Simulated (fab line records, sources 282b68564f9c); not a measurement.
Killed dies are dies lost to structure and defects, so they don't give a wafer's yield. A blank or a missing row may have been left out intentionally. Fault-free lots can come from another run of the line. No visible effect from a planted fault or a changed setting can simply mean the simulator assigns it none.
Problem report in the 8D (eight disciplines) form, filled by code | flow rit cmos | the parts of the form that need people (team, actions taken, sign-off) are left out

== 1. THE PROBLEM ==
Wafers free of any fault read 0.0734 ohm/sq (standard deviation 0.00078) for M1_AL_RS at RIT_M1_RS_MEAS_01, against a mean of 0.1143 ohm/sq on 5 wafers of 3 lots. Relative to the usual mean, that is a shift of +52 standard deviations.
The step: measures by four-point-probe.
Earliest sighting: wafer L462.4 on film metro-04 at day 5 17:16. The record has a number at this step for 45 wafers belonging to 15 lots. The rule behind "out" and "out of limits": a value lying over 4 standard deviations away from the usual mean. The rest of the wafers with a number are treated as sound.

== 2. WHAT IT IS; WHAT IT IS NOT ==
question                    | is                                     | is not
which readings at this step | M1_AL_RS                               | -
which lots                  | L462, L464, L466                       | L450, L453, L454, L455, L458, L459, L460, L461, L463, L469, L471, L473
which wafers of those lots  | L462.4, L462.5, L464.3, L464.6, L466.3 | L462.1, L464.2, L466.1, L466.2
read on which gauges        | film metro-02, film metro-04           | film metro-01
when                        | from day 5 17:16                       | up to then (25 sound wafers); but 15 sound wafers of L463, L464, L466, L469, L471, L473 came after

== 3. WHAT RULES OUT EACH SUSPECT ==
Counting: a tool at a process step up to the reading stays a suspect if it ran every lot that is out. Sound lots after the first of them don't rule it out here, since some wafers of a struck lot are sound.
- the gauge at RIT_M1_RS_MEAS_01 has been ruled out. The wafers that are out were read on 2 gauges (film metro-02, film metro-04).
- pvd sputter-01 at RIT_M1_SPUTTER_00 (material Al, target thk 400 nm, time 500 s): kept. Every lot that is out went through it, the first being L462 (day 5 16:58); the last sound lot it ran before that was L460 (day 5 06:53).
The count leaves pvd sputter-01 at RIT_M1_SPUTTER_00.

== 4. THE CAUSE (what the simulator had put in) ==
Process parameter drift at RIT_M1_SPUTTER_00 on pvd sputter-01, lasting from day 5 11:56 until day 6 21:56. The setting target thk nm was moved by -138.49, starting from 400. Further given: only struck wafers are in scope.
The count eliminated every tool but this one.

== 5. THE CHAIN OF EFFECTS, in route order ==
Each row: a reading where the mean over the struck wafers with a number is more than 3 standard deviations away from the usual. Readings are gone through only where the record gives a usual standard deviation; hours: the median, over the lots, of the time from a lot's start at the first step in this table giving one to that lot's start at this step; sigmas: the change measured in usual standard deviations.
hours | step                 | reading        | usual         | on struck wafers | change  | sigmas
0     | RIT_M1_RS_MEAS_01    | M1_AL_RS       | 0.0734 ohm/sq | 0.1143           | +0.0409 | +52
0     | RIT_M1_THK_MEAS_02   | M1_AL_THK      | 399 nm        | 260              | -139    | -31
1     | RIT_M1_METAL_ETCH_12 | oes product au | 0.769 a.u.    | 0.621            | -0.148  | -15
Process steps it contains:
- RIT_M1_METAL_ETCH_12: etches Al in Cl2/BCl3, stops on SiO2, time 165 s, target depth 600 nm.

== 6. WHAT WOULD HAVE CAUGHT IT SOONER ==
In this record the first reading out of limits at a measuring or inspecting step was taken at day 5 17:16, 5 hours after the fault began at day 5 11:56.
Tool readings at RIT_M1_SPUTTER_00 with a usual standard deviation given in the record: none out on any struck wafer, hence no alarm at a limit of 4 standard deviations on them.
Among the 3 lots that are out, L464, L466 began RIT_M1_SPUTTER_00 on pvd sputter-01 after day 5 17:16. A hold on the tool at that time would have spared those 2.
